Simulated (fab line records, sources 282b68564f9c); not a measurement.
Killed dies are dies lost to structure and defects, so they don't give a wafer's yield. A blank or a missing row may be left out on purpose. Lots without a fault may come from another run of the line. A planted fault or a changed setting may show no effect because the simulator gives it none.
A struck lot beside a sound one | flow rit_cmos | 15 steps out of a route of 202
Sound: wafers L447.2, L447.4, L447.5. Struck: wafers L452.1, L452.2, L452.5. The cause comes at the end.
At each step with rows: each side's tool, then ch and its chambers, then its first start. Under that, the readings that differ: sound wafers | struck wafers | difference of the means | sigmas: that difference in standard deviations of wafers without a fault.
alike: readings whose means differ by less than 2 such deviations, and words and numbers that are the same on both sides. not compared: withheld readings, readings that some wafer has no value for, bounds like >300 that may hide the same value, and numbers for which the record gives no deviation and whose values overlap.
The two part at a step that has a row with sigmas, a row that says differs or no value, or rows on one side only. Numbers that don't overlap but have no deviation are shown without sigmas and don't part them. A reading that every wafer of one side lacks parts them only if that side has two wafers or more.

first, 4 steps without rows for these wafers: RIT_PLDD_SOFTBAKE_02 (time 60 s); RIT_PLDD_EXPOSE_03 (exposes mask M8, target cd 40900 nm); RIT_PLDD_PEB_04; RIT_PLDD_DEVELOP_05 (develop time 50 s).
RIT_PLDD_OVL_MEAS_06:
  sound on overlay-01, day 4 15:13; struck on overlay-02, day 5 18:37
  alike: PLDD_OVL
then, 2 steps without rows for these wafers: RIT_PLDD_HARDBAKE_07 (time 60 s); RIT_PLDD_IMPLANT_08.
RIT_PLDD_STRIP_09: strips in O2, time 180 s.
  sound on plasma_asher-04 ch 0,1, day 4 15:33; struck on plasma_asher-03 ch 0,1, day 5 18:57
  alike: drypump_motor_current_A
  not compared: rf_hours_counter_h
RIT_PLDD_TW_MEAS_10:
  sound on film_metro-03, day 4 15:44; struck on film_metro-02, day 5 19:07
  alike: PLDD_TW
then, 3 steps without rows for these wafers: RIT_SPACER_CLEAN_00 (cleans in SC1, time 600 s); RIT_SPACER_CLEAN_01 (cleans in dHF, time 30 s); RIT_SPACER_CLEAN_02 (cleans in SC2, time 600 s).
RIT_SPACER_CVD_03: deposits Si3N4 from SiH2Cl2/NH3, target thk 250 nm, time 3300 s.
  sound on lpcvd-02 ch 1, day 4 16:11; struck on lpcvd-02 ch 0, day 5 19:34
  reading                                  | sound             | struck            | difference | sigmas
  nh3_flow_sccm (sccm)                     | 149.7 149.6 149.4 | 225.4 225.5 225.3 | +75.8      | +99 or more
  zone_power_source_pct (%)                | 21.5 21.3 21.6    | 17.3 17.0 17.1    | -4.3       | -2
  model.Si3N4_of_SPACER_CVD_03.thk_nm (nm) | 253.6 253 253.5   | 336.2 338.1 339.2 | +84.5      |
  alike: spike_tc_source_C
RIT_SPACER_THK_MEAS_04:
  sound on film_metro-04, day 4 18:07; struck on film_metro-02, day 5 21:29
  reading                 | sound             | struck            | difference | sigmas
  SPACER_NITRIDE_THK (nm) | 253.8 253.2 253.3 | 336.2 337.9 339.2 | +84.3      | +30
RIT_SPACER_ETCHBACK_05: etches Si3N4 in SF6/CHF3, stops on SiO2, target depth 250 nm, time 240 s.
  sound on rie_diel-03 ch 0,2,3, day 4 18:10; struck on rie_diel-02 ch 2,3, day 5 21:32
  reading                                  | sound             | struck            | difference | sigmas
  oes_product_au (a.u.)                    | 0.833 0.835 0.864 | 1.031 1.010 1.004 | +0.171     | +10
  model.Si3N4_of_SPACER_CVD_03.thk_nm (nm) | 199.6 198.4 198.7 | 262.9 267 268.1   | +67.1      |
  model.etch.depth_nm (nm)                 | 253.6 253 253.5   | 315.5 303.8 302.8 | +54.0      |
  alike: drypump_motor_current_A, throttle_valve_pct
  not compared: rf_hours_counter_h

WHERE THEY PART
First at RIT_SPACER_CVD_03; last, within this record, at RIT_SPACER_ETCHBACK_05.

WHY: what the simulator had put in
Process parameter drift: lpcvd-02, from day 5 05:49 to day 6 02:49, at RIT_SPACER_CVD_03. Setting nh3_flow_sccm, moved by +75, from 150. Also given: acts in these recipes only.
